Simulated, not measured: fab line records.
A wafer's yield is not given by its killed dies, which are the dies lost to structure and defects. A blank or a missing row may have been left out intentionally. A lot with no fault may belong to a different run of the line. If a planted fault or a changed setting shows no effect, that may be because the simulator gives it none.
Split-lot study	flow berkeley_cmos170	23 wafers read from 5 lots, route of 331 steps

THE SPLIT ITSELF
At UCB170_V1_EXPOSE_09 (exposes mask VIA1, target cd 700 nm), the setting dose_mj was moved away from the recipe's 37 on 8 of the 23 wafers read, by +2.1% to +5.6%. For the rest of the wafers, this setting stayed at what the recipe calls for.

FROM THE SPLIT TO THE READING: what the file shows between them, 5 steps
- UCB170_V1_PEB_10
- UCB170_V1_DEVELOP_11: develop time 45 s
- UCB170_V1_CD_MEAS_12: target cd 700 nm
- UCB170_V1_ETCH_14: etches SiO2 in CHF3/CF4/Ar, stops on Al, target depth 1250 nm, time 291 s
- UCB170_V1_STRIP_15: strips in O2

THE READING
cd_nm (nm) at UCB170_V1_CD_MEAS_90, where the cd target is 700 nm. Typical for fault-free wafers on this fab line: 700.2 nm, with standard deviation 1.6 nm.

wafer	tool, chamber at the split	dose_mj as run	against the recipe	cd_nm, nm	against lot-mates on the recipe
L075.1	krf_scanner-02, 0	37	recipe	704.0	-
L075.2	krf_scanner-02, 0	37	recipe	703.0	-
L075.3	krf_scanner-02, 0	37	recipe	699.4	-
L075.4	krf_scanner-02, 0	37	recipe	701.8	-
L075.6	krf_scanner-02, 0	37	recipe	701.9	-
L078.1	krf_scanner-02, 0	38.65	+4.5%	708.4	+7.9
L078.2	krf_scanner-02, 0	37	recipe	699.9	-
L078.3	krf_scanner-02, 0	38.65	+4.5%	707.7	+7.2
L078.5	krf_scanner-02, 0	37	recipe	701.0	-
L078.6	krf_scanner-02, 0	38.65	+4.5%	706.9	+6.4
L080.1	krf_scanner-01, 0	37	recipe	700.4	-
L080.2	krf_scanner-01, 0	39.06	+5.6%	705.0	+5.8
L080.4	krf_scanner-01, 0	37	recipe	698.0	-
L080.5	krf_scanner-01, 0	39.06	+5.6%	709.0	+9.8
L080.6	krf_scanner-01, 0	39.06	+5.6%	705.9	+6.7
L082.2	krf_scanner-02, 0	37	recipe	701.2	-
L082.3	krf_scanner-02, 0	37	recipe	702.2	-
L082.6	krf_scanner-02, 0	37	recipe	701.6	-
L085.2	krf_scanner-02, 0	37	recipe	699.6	-
L085.3	krf_scanner-02, 0	37.78	+2.1%	703.8	+4.4
L085.4	krf_scanner-02, 0	37.78	+2.1%	702.1	+2.7
L085.5	krf_scanner-02, 0	37	recipe	699.4	-
L085.6	krf_scanner-02, 0	37	recipe	699.1	-

FIT RESULTS
A straight line over all 23 wafers: cd_nm changes by +1.22 nm for each +1% of dose_mj; r = +0.86; the points scatter about the line by 1.7 nm.
The same after taking each lot's own level away (the mean of its wafers on the recipe; 23 wafers): +1.45 nm for each +1%; r = +0.94; scatter 1.2 nm.
The reading moves by 8 nm for the largest change in dose_mj, on that fit.
The span of the lots' own levels, 699.20 to 702.02 nm, comes to 1.8 times the standard deviation stated above.
So the lot-to-lot level changes the slope: the two fits differ.
Check: with one of the wafers moved furthest among these (+5.6%) left out of the fit, the line predicts +8.67 nm for it against its lot-mates. It came out at +5.8 nm against them.

THE WHOLE CHAIN: every reading that the file lists as answering this split, in the file's order
step	what it does	reading	change (the file's fit)	r (the file's)
UCB170_V1_CD_MEAS_12	target cd 700 nm	cd_nm	+1.58 nm for each +1% of the setting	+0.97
UCB170_V1_ETCH_14	etches SiO2 in CHF3/CF4/Ar, stops on Al, target depth 1250 nm, time 291 s	V1.cd_nm (the simulator's own value, which no gauge read)	+1.5 nm for each +1% of the setting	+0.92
UCB170_V1_CD_MEAS_90	target cd 700 nm	cd_nm	+1.46 nm for each +1% of the setting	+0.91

FILE'S OWN FIT
cd_nm changes by +1.46 nm for each +1% of dose_mj, r = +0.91.
